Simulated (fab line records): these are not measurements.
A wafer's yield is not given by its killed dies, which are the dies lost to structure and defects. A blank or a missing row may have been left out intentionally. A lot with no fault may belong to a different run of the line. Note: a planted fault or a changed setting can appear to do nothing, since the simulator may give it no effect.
What tool caused it?    flow rit cmos    42 wafers from 14 lots sampled at 2 of the route's 202 steps

WHAT THE GAUGES READ, wafer by wafer
The record holds no reading of a measuring or inspecting step that can be judged against a usual standard deviation.

WHAT TOOL EACH LOT RAN ON (gives the tool, then ch and the chambers of the sampled wafers, and finally the start)
lot   RIT_NWELL_HARDBAKE_07             RIT_M1_PROBE_99
L576  litho track-01 ch 0, day 1 23:14  -
L577  litho track-01 ch 0, day 2 04:41  -
L578  litho track-03 ch 0, day 2 07:32  -
L579  litho track-02 ch 0, day 2 13:04  -
L580  litho track-02 ch 0, day 2 19:43  -
L581  litho track-01 ch 0, day 3 01:09  -
L582  litho track-03 ch 0, day 3 07:11  -
L583  litho track-01 ch 0, day 3 09:57  -
L586  litho track-02 ch 0, day 4 04:40  -
L590  litho track-03 ch 0, day 4 19:57  -
L591  litho track-01 ch 0, day 4 23:12  prober-02, day 7 15:05
L592  litho track-03 ch 0, day 5 07:31  -
L597  litho track-02 ch 0, day 6 07:38  -
L598  litho track-02 ch 0, day 6 12:43  -
- RIT_NWELL_HARDBAKE_07: time 120 s.
- RIT_M1_PROBE_99

AS READ BY THE TOOLS THEMSELVES (means over the sampled wafers that have a number; for cases with no such wafer, the mark the record gives instead)
RIT_NWELL_HARDBAKE_07.
lot   tool            heater power total W (W)  plate temp C (C)
L576  litho track-01  52.01                     140.02
L577  litho track-01  52.03                     140.01
L578  litho track-03  51.98                     140.04
L579  litho track-02  52.03                     139.93
L580  litho track-02  52.02                     140.00
L581  litho track-01  51.95                     139.90
L582  litho track-03  52.08                     140.04
L583  litho track-01  52.03                     139.93
L586  litho track-02  52.00                     140.00
L590  litho track-03  53.49                     143.05
L591  litho track-01  52.07                     140.13
L592  litho track-03  53.43                     142.70
L597  litho track-02  51.99                     139.92
L598  litho track-02  51.98                     139.94

RIT_M1_PROBE_99.
lot   tool       killed_at_M0_to_M3  killed at contacts  killed at front end  killed dies  killed open  killed short
L591  prober-02  0.0                 0.3                 6                    6            3.3          3.0

THE ANSWER, worked out from the rows above alone
Rule: the lots themselves supply what counts as usual. Put in order of their means at a reading, lots are off if they are a third of the lots or fewer, leave a main group of 4 or more, and stand apart from it by a gap of 3 or more times the standard deviation of the main group's means; of several such gaps the widest counts. The tables above print the reading to a certain number of digits; a main group whose means all agree to those digits is not used. Also off: a lot with no number at a reading for which 4 or more lots have one. All remaining lots with rows at the step are treated as sound. The gauges are gone through in route order, then the tools' own readings, and for those a lot's mean is taken as printed above. The first step at which some lot is off is used, and at that step the reading that is off furthest; a lot without a number counts as furthest.
Off at RIT_NWELL_HARDBAKE_07 (plate temp C): L590, L592. The main group: mean 139.99 C, standard deviation 0.064.
If a tool, at that step or one of the process steps before it, ran each lot that is off and ran no sound lot following the first of them, it fits. One candidate fits, namely litho track-03 at RIT_NWELL_HARDBAKE_07. Its last sound lot is L582 (day 3 07:11), its first lot that is off L590 (day 4 19:57): a fault that began between those two fits.
The tool's own readings at RIT_NWELL_HARDBAKE_07 bear it out: on the lots that are off they differ by more than 5 times the standard deviation of the sound lots' means. heater power total W reads 53.46 W there against 52.01 W on the sound lots; plate temp C reads 142.88 C there against 139.99 C on the sound lots.

WHAT WAS PUT IN BY THE SIMULATOR
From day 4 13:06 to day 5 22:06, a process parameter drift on litho track-03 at RIT_NWELL_HARDBAKE_07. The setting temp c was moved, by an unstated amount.
Lots struck among those shown: L590, L592. The rule given above showed the same thing.
